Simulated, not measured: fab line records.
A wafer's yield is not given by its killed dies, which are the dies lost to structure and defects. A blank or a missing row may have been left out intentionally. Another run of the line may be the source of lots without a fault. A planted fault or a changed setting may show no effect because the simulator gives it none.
Comparing a struck lot with a sound one / flow rit cmos / 39 steps out of a route of 202
Sound: these wafers, L365.2, L365.5, L365.6. The struck wafers were L366.3, L366.4, L366.5. The cause is given at the end.
Each step with rows lists, per side, the tool, then ch with its chambers, then its first start. Under that, the readings that differ: sound wafers / struck wafers / difference of the means / sigmas: that difference in standard deviations of wafers without a fault.
alike: same words and numbers on both sides, and readings whose means sit less than 2 such deviations apart. not compared: any withheld reading, any reading some wafer has no value for, any bound like >300 that may hide the same value, and any number with overlapping values for which the record gives no deviation.
Wherever a step has rows on one side only, a row that says differs or no value, or a row with sigmas, the two part there. Non-overlapping numbers with no deviation appear without sigmas and do not part them. A reading missing from all wafers of one side parts the sides only when that side holds two or more wafers.

first, 3 steps without rows for these wafers: RIT_GATE_EXPOSE_13 (exposes mask M6, target cd 150 nm); RIT_GATE_PEB_14; RIT_GATE_DEVELOP_15 (develop time 50 s).
RIT_GATE_CD_MEAS_16 targets a cd of 150 nm.
  sound on cd sem-01 at day 4 09:05; struck on cd sem-01 at day 4 11:13
  alike: cd nm
RIT_GATE_OVL_MEAS_17:
  sound on overlay-02 at day 4 09:11; struck on overlay-02 at day 4 11:18
  alike: GATE_OVL
then, 1 step without rows for these wafers: RIT_GATE_HARDBAKE_18 (time 60 s).
RIT_GATE_ETCH_19: etches poly-Si in SF6/CHF3/O2, stops on SiO2, time 165 s, target depth 312.5 nm.
  sound on rie si-02 ch 2,3, day 4 09:22; struck on rie si-01 ch 1,2,3, day 4 11:28
  alike: drypump motor current A, oes product au, throttle valve pct
  not compared: rf hours counter h
RIT_GATE_STRIP_20: strips in O2, time 180 s.
  sound on plasma asher-01 ch 0,1, day 4 09:28; struck on plasma asher-02 ch 0,1, day 4 11:38
  alike: drypump motor current A, o2 flow sccm, rf refl power W
  not compared: rf hours counter h
RIT_GATE_CD_MEAS_90 targets a cd of 150 nm.
  sound on cd sem-02 at day 4 09:40; struck on cd sem-02 at day 4 11:48
  alike: cd nm
then, 3 steps without rows for these wafers: RIT_REOX_CLEAN_00 (cleans in SC1, time 600 s); RIT_REOX_CLEAN_01 (cleans in dHF, time 30 s); RIT_REOX_CLEAN_02 (cleans in SC2, time 600 s).
RIT_REOX_OXIDATION_03: target thk 25.2 nm, ox time 5580 s.
  sound on furnace-03 ch 0, day 4 10:08; struck on furnace-02 ch 0, day 4 12:16
reading=spike tc centre C (C); sound=901.7 900.6 900.7; struck=918.4 918.2 919.4; difference=+17.7; sigmas=+13
reading=spike tc load C (C); sound=924.5 925.8 925.2; struck=939.6 940.1 940.2; difference=+14.8; sigmas=+15
reading=spike tc source C (C); sound=916 919 918; struck=939 941 942; difference=+23; sigmas=+7
reading=tube center temp C (C); sound=900.12 900.03 900.06; struck=915.09 914.78 914.91; difference=+14.86; sigmas=+99 or more
reading=tube_center_temp_C_max; sound=902.3 902.3 902.0; struck=917.9 917.6 917.2; difference=+15.4; sigmas=+40
reading=zone power source pct (%); sound=21 20 21; struck=30 29 30; difference=+9; sigmas=+3
reading=model.SiO2_of_REOX_OXIDATION_03.thk nm (nm); sound=25.7 25.6 25.59; struck=29 29.19 29.05; difference=+3; sigmas=
  alike: zone power load pct
RIT_REOX_THK_MEAS_04:
  sound on film metro-01 at day 4 12:41; struck on film metro-01 at day 4 14:50
reading=REOX_OXIDE_THK (nm); sound=25.7 25.6 25.6; struck=29.0 29.2 29.0; difference=+3.4; sigmas=+9
then, 6 steps without rows for these wafers: RIT_NLDD_HMDS_00 (prime time 60 s); RIT_NLDD_COAT_01 (resist thk 1000 nm); RIT_NLDD_SOFTBAKE_02 (time 60 s); RIT_NLDD_EXPOSE_03 (exposes mask M7, target cd 40700 nm); RIT_NLDD_PEB_04; RIT_NLDD_DEVELOP_05 (develop time 50 s).
RIT_NLDD_OVL_MEAS_06:
  sound on overlay-01 at day 4 13:43; struck on overlay-02 at day 4 15:52
  alike: NLDD_OVL
then, 2 steps without rows for these wafers: RIT_NLDD_HARDBAKE_07 (time 60 s); RIT_NLDD_IMPLANT_08.
RIT_NLDD_STRIP_09: strips in O2, time 180 s.
  sound on plasma asher-04 ch 0,1, day 4 14:02; struck on plasma asher-04 ch 0,1, day 4 16:15
  alike: drypump motor current A, o2 flow sccm, rf refl power W
  not compared: rf hours counter h
RIT_NLDD_TW_MEAS_10:
  sound on film metro-02 at day 4 14:13; struck on film metro-03 at day 4 16:23
  alike: NLDD_TW
then, 6 steps without rows for these wafers: RIT_PLDD_HMDS_00 (prime time 60 s); RIT_PLDD_COAT_01 (resist thk 1000 nm); RIT_PLDD_SOFTBAKE_02 (time 60 s); RIT_PLDD_EXPOSE_03 (exposes mask M8, target cd 40900 nm); RIT_PLDD_PEB_04; RIT_PLDD_DEVELOP_05 (develop time 50 s).
RIT_PLDD_OVL_MEAS_06:
  sound on overlay-02 at day 4 15:15; struck on overlay-01 at day 4 17:17
  alike: PLDD_OVL
then, 2 steps without rows for these wafers: RIT_PLDD_HARDBAKE_07 (time 60 s); RIT_PLDD_IMPLANT_08.
RIT_PLDD_STRIP_09: strips in O2, time 180 s.
  sound on plasma asher-03 ch 0,1, day 4 15:35; struck on plasma asher-03 ch 0,1, day 4 17:40
  alike: drypump motor current A, o2 flow sccm, rf refl power W
  not compared: rf hours counter h
RIT_PLDD_TW_MEAS_10:
  sound on film metro-02 at day 4 15:46; struck on film metro-04 at day 4 17:49
  alike: PLDD_TW
RIT_SPACER_CLEAN_00: cleans in SC1, time 600 s.
  sound on wet bench-01 ch 2, day 4 15:49; struck on wet bench-01 ch 2, day 4 17:51
reading=model.SiO2_of_REOX_OXIDATION_03.thk nm (nm); sound=23.72 23.64 23.61; struck=26.78 26.97 26.84; difference=+3.21; sigmas=
then, 1 step without rows for these wafers: RIT_SPACER_CLEAN_01 (cleans in dHF, time 30 s).
RIT_M1_PROBE_99:
  sound on prober-01 at day 5 06:49; struck on prober-02 at day 5 10:48
reading=model.etest.pmos turned.r on ohm um; sound=3701 3613 3687; struck=4492 4692 4608; difference=+930; sigmas=
reading=model.etest.pmos_0p3.r on ohm um; sound=6408 6245 6423; struck=6880 6990 6856; difference=+550; sigmas=
reading=model.etest.pmos_0p15.r on ohm um; sound=2944 2841 2924; struck=3238 3399 3331; difference=+420; sigmas=
reading=model.etest.pldd.rs ohm sq; sound=572.4 570.4 566; struck=794.5 813.4 792.4; difference=+230.5; sigmas=
reading=model.etest.nmos_0p3.r on ohm um; sound=2135 2110 2154; struck=2241 2325 2271; difference=+146; sigmas=
reading=model.etest.nmos_0p15.r on ohm um; sound=1138 1118 1155; struck=1216 1273 1249; difference=+109; sigmas=
reading=model.etest.nmos turned.drive ua um; sound=308.1 317.3 312.1; struck=245.6 239.1 235; difference=-72.6; sigmas=
reading=model.etest.pldd.line ohm um; sound=181.2 179.3 178.4; struck=251 255.7 250.7; difference=+73; sigmas=
  alike: killed at contacts, killed at front end, killed dies, killed open, killed short

== WHERE THEY PART ==
Earliest at RIT_REOX_OXIDATION_03; latest, in this record, at RIT_REOX_THK_MEAS_04. Later steps at which nothing parts them and some readings are alike: RIT_NLDD_OVL_MEAS_06, RIT_NLDD_STRIP_09, RIT_NLDD_TW_MEAS_10, RIT_PLDD_OVL_MEAS_06, RIT_PLDD_STRIP_09, RIT_PLDD_TW_MEAS_10, RIT_M1_PROBE_99.

WHY: the cause the simulator had injected
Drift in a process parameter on furnace-02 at RIT_REOX_OXIDATION_03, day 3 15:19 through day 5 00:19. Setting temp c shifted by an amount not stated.
